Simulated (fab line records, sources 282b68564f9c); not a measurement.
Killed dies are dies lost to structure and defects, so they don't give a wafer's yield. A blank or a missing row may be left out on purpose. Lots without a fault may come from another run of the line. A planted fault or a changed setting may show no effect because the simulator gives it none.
Split-lot experiment | flow rit_cmos | 5 lots, 23 wafers read, on a route of 202 steps

THE SPLIT
At RIT_NSD_HARDBAKE_07 (time 60 s), the setting temp_c was moved away from the recipe's 140 C on 10 of the 23 wafers read, by -2.9% to +1.6%. The other wafers ran this setting at the recipe's value.

The reading is taken at the split's own step.

THE READING
NOVOLAK_of_NSD_COAT_01.thk_nm (the simulator's own value, which no gauge read), in nm, at RIT_NSD_HARDBAKE_07 (time 60 s). The file gives no usual value for it. The 13 wafers here that ran the recipe average 884.7 nm, standard deviation 3.1 nm.

wafer  | tool, chamber at the split | temp_c as run, C | against the recipe | NOVOLAK_of_NSD_COAT_01.thk_nm, nm | against lot-mates on the recipe
L078.1 | litho_track-04, 0          | 137.6            | -1.7%              | 891.2                             | +6.1
L078.3 | litho_track-04, 0          | 140              | recipe             | 885.8                             | -
L078.5 | litho_track-04, 0          | 140              | recipe             | 885.8                             | -
L078.4 | litho_track-04, 0          | 140              | recipe             | 883.8                             | -
L078.6 | litho_track-04, 0          | 137.6            | -1.7%              | 889.7                             | +4.6
L080.2 | litho_track-01, 0          | 138.9            | -0.8%              | 891                               | +5.0
L080.3 | litho_track-01, 0          | 138.9            | -0.8%              | 891.6                             | +5.6
L080.4 | litho_track-01, 0          | 138.9            | -0.8%              | 892.1                             | +6.1
L080.5 | litho_track-01, 0          | 140              | recipe             | 885.6                             | -
L080.6 | litho_track-01, 0          | 140              | recipe             | 886.3                             | -
L082.1 | litho_track-01, 0          | 140              | recipe             | 881.4                             | -
L082.5 | litho_track-01, 0          | 140              | recipe             | 881.9                             | -
L082.6 | litho_track-01, 0          | 140              | recipe             | 882.1                             | -
L084.2 | litho_track-04, 0          | 142.2            | +1.6%              | 876.2                             | -4.5
L084.3 | litho_track-04, 0          | 142.2            | +1.6%              | 879.5                             | -1.2
L084.4 | litho_track-04, 0          | 142.2            | +1.6%              | 876.8                             | -3.9
L084.5 | litho_track-04, 0          | 140              | recipe             | 880                               | -
L084.6 | litho_track-04, 0          | 140              | recipe             | 881.4                             | -
L085.1 | litho_track-04, 0          | 135.9            | -2.9%              | 893.9                             | +4.9
L085.2 | litho_track-04, 0          | 135.9            | -2.9%              | 897.7                             | +8.7
L085.3 | litho_track-04, 0          | 140              | recipe             | 890.6                             | -
L085.5 | litho_track-04, 0          | 140              | recipe             | 889                               | -
L085.6 | litho_track-04, 0          | 140              | recipe             | 887.5                             | -

THE FIT
A straight line over all 23 wafers: NOVOLAK_of_NSD_COAT_01.thk_nm changes by -4.14 nm for each +1% of temp_c; r = -0.86; the points scatter about the line by 3 nm.
The same after taking each lot's own level away (the mean of its wafers on the recipe; 23 wafers): -2.54 nm for each +1%; r = -0.87; scatter 1.7 nm.
On that fit, the largest move of temp_c shifts the reading by 7.4 nm.
The lots' own levels span 880.70 to 889.03 nm, that is 2.7 times the standard deviation above.
So the lot-to-lot level changes the slope: the two fits differ.
Check: with one of the wafers moved furthest among these (-2.9%) left out of the fit, the line predicts +9.23 nm for it against its lot-mates. It came out at +4.87 nm against them.

OTHER SPLITS ON THESE WAFERS
These wafers also went through other splits before the reading. Each is held against what the fit with the lots' levels taken away leaves over:
other split on the same wafers       | wafers away from the commonest value | r with NOVOLAK_of_NSD_COAT_01.thk_nm (lot level and that fit taken away)
RIT_ACTIVE_SOFTBAKE_07 temp_c        | 5                                    | -0.07
RIT_ACTIVE_DEVELOP_10 develop_time_s | 5                                    | -0.08
RIT_FOX2_OXIDATION_00 ox_time_s      | 18                                   | -0.10
RIT_NWELL_IMPLANT_08 dose_cm2        | 9                                    | +0.23
RIT_PWELL_SOFTBAKE_02 temp_c         | 12                                   | -0.02
RIT_NRETRO_COAT_01 resist_thk_nm     | 8                                    | -0.40
RIT_NRETRO_IMPLANT_08 energy_kev     | 10                                   | -0.02
RIT_GATE_WET_ETCH_00 time_s          | 15                                   | -0.26
RIT_GATE_EXPOSE_13 dose_mj           | 8                                    | +0.32
RIT_REOX_OXIDATION_03 ox_time_s      | 18                                   | +0.32

THE FILE'S OWN FIT
NOVOLAK_of_NSD_COAT_01.thk_nm changes by -2.62 nm for each +1% of temp_c, r = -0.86.
